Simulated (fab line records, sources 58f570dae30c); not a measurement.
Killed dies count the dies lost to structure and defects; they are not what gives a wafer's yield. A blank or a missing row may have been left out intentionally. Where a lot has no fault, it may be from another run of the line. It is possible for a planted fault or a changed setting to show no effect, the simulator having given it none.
Lot-split experiment | flow berkeley_cmos170 | on a route of 331 steps: 5 lots, 23 wafers read

## SPLIT DETAILS
At UCB170_PSD_IMPLANT_08, the setting energy_kev was moved away from the recipe's 20 on 4 of the 23 wafers read, by -2.8% to +1.8%. For the rest of the wafers, this setting stayed at what the recipe calls for.

The reading comes from the split's own step.

## THE READING
In nm, at UCB170_PSD_IMPLANT_08: implant.drp_nm, which is the simulator's own figure and was read by no gauge. There is no usual value for it anywhere in the file.

wafer  | tool, chamber at the split | energy_kev as run | against the recipe | implant.drp_nm, nm | against lot-mates on the recipe
L075.1 | implanter-01, 0            | 20                | recipe             | 28.34              | -
L075.2 | implanter-01, 0            | 20                | recipe             | 28.34              | -
L075.3 | implanter-01, 0            | 20                | recipe             | 28.34              | -
L075.4 | implanter-01, 0            | 20                | recipe             | 28.34              | -
L075.5 | implanter-01, 0            | 20                | recipe             | 28.34              | -
L076.1 | implanter-01, 0            | 20                | recipe             | 28.34              | -
L076.3 | implanter-01, 0            | 20                | recipe             | 28.34              | -
L076.4 | implanter-01, 0            | 20                | recipe             | 28.34              | -
L076.5 | implanter-01, 0            | 20.37             | +1.8%              | 28.72              | +0.38
L076.6 | implanter-01, 0            | 20.37             | +1.8%              | 28.72              | +0.38
L078.1 | implanter-01, 0            | 20                | recipe             | 28.34              | -
L078.3 | implanter-01, 0            | 20                | recipe             | 28.34              | -
L078.5 | implanter-01, 0            | 20                | recipe             | 28.34              | -
L079.1 | implanter-03, 0            | 20                | recipe             | 28.34              | -
L079.2 | implanter-03, 0            | 20                | recipe             | 28.34              | -
L079.3 | implanter-03, 0            | 20                | recipe             | 28.34              | -
L079.5 | implanter-03, 0            | 20                | recipe             | 28.34              | -
L079.6 | implanter-03, 0            | 20                | recipe             | 28.34              | -
L082.1 | implanter-01, 0            | 20                | recipe             | 28.34              | -
L082.2 | implanter-01, 0            | 20                | recipe             | 28.34              | -
L082.4 | implanter-01, 0            | 20                | recipe             | 28.34              | -
L082.3 | implanter-01, 0            | 19.43             | -2.8%              | 27.77              | -0.57
L082.6 | implanter-01, 0            | 19.43             | -2.8%              | 27.77              | -0.57

THE FIT
A straight line over all 23 wafers: implant.drp_nm changes by +0.202 nm for each +1% of energy_kev; r = +1.00; the points scatter about the line by 0.0024 nm.
The same after taking each lot's own level away (the mean of its wafers on the recipe; 23 wafers): +0.202 nm for each +1%; r = +1.00; scatter 0.0024 nm.
The reading moves by 0.57 nm for the largest change in energy_kev, on that fit.
The lots' own levels span 28.340 to 28.340 nm.
Hence the lot-to-lot level has little effect on the slope; both slopes agree.
Check: for one of the wafers moved furthest among these (-2.8%), held out of the fit, the line's prediction against its lot-mates is -0.576 nm. Against them it came out at -0.57 nm.

## THE OTHER SPLITS THESE WAFERS WENT THROUGH
These wafers also went through other splits before the reading. Each is held against what the fit with the lots' levels taken away leaves over:
other split on the same wafers    | wafers away from the commonest value | r with implant.drp_nm (lot level and that fit taken away)
UCB170_GATE_EXPOSE_09 dose_mj     | 7                                    | -0.15
UCB170_GATE_ETCH_14 bias_w        | 5                                    | -0.24
UCB170_PLDD_COAT_01 spin_rpm      | 8                                    | +0.06
UCB170_NLDD_IMPLANT_09 energy_kev | 9                                    | +0.19

## THE WHOLE CHAIN: every reading that the file lists as answering this split, in the file's order
step                  | what it does | reading                                                         | change (the file's fit)               | r (the file's)
UCB170_PSD_IMPLANT_08 |              | implant.drp_nm (the simulator's own value, which no gauge read) | +0.201 nm for each +1% of the setting | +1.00
UCB170_PSD_STRIP_09   | strips in O2 | strip_time_to_endpoint_s                                        | withheld for each +1% of the setting  | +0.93

## FILE'S OWN FIT
implant.drp_nm changes by +0.201 nm for each +1% of energy_kev, r = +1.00.
